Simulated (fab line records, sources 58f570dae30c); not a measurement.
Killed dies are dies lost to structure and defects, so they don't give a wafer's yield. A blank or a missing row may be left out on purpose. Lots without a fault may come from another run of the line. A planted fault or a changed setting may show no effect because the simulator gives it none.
Problem report in the 8D (eight disciplines) form, filled by code | flow berkeley_cmos170 | the parts of the form that need people (team, actions taken, sign-off) are left out

1. THE PROBLEM
heater_power_total_W at UCB170_V2_PEB_10 reads a mean of 57.43 W on 6 wafers of 2 lots; wafers without a fault read 56.81 W with a standard deviation of 0.042. That is +15 standard deviations from the usual mean.
First seen on wafer L726.3, day 9 02:01, on litho_track-03. The record holds 39 wafers of 13 lots with a number at this step. Rule for "out", or "out of limits": more than 4 standard deviations from the usual mean. The other wafers with a number count as sound.

2. WHAT IT IS AND WHAT IT IS NOT
question                    | is                     | is not
which readings at this step | heater_power_total_W   | -
which lots                  | L726, L729             | L720, L721, L722, L724, L725, L731, L736, L740, L741, L742, L743
which wafers of those lots  | all that have a number | -
read on which tools         | litho_track-03         | litho_track-02, litho_track-04
when                        | from day 9 02:01       | up to then (15 sound wafers); but 18 sound wafers of L731, L736, L740, L741, L742, L743 came after

3. SUSPECTS, AND WHAT RULES EACH OUT
Counting: a tool at a process step up to the reading stays a suspect if it ran every lot that is out and no sound lot after the first of them.
- litho_track-03 at UCB170_V2_PEB_10: ruled out as a lasting fault. Sound lots L741 ran on it after its first lot that is out, L726 (day 9 02:01).
Left after counting: nothing in the record.

4. THE CAUSE (what the simulator had put in)
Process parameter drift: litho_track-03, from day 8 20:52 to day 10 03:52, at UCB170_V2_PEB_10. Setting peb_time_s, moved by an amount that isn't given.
Counting ruled it out, wrongly.

5. THE CHAIN OF EFFECTS, in route order
Each row: a reading whose mean over the struck wafers that have a number lies more than 3 standard deviations from the usual. Only readings for which the record gives a usual standard deviation are gone through. hours: the time from each lot's start at the first step in this table that gives one to its start at this step, as a median over the lots. sigmas: the change in usual standard deviations.
hours | step             | reading              | usual   | on struck wafers | change | sigmas
0     | UCB170_V2_PEB_10 | heater_power_total_W | 56.81 W | 57.43            | +0.62  | +15
The process steps in it:
- UCB170_V2_PEB_10

6. WHAT WOULD HAVE CAUGHT IT SOONER
In this record the first reading out of limits was taken at day 9 02:01, 5 hours after the fault began at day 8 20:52.
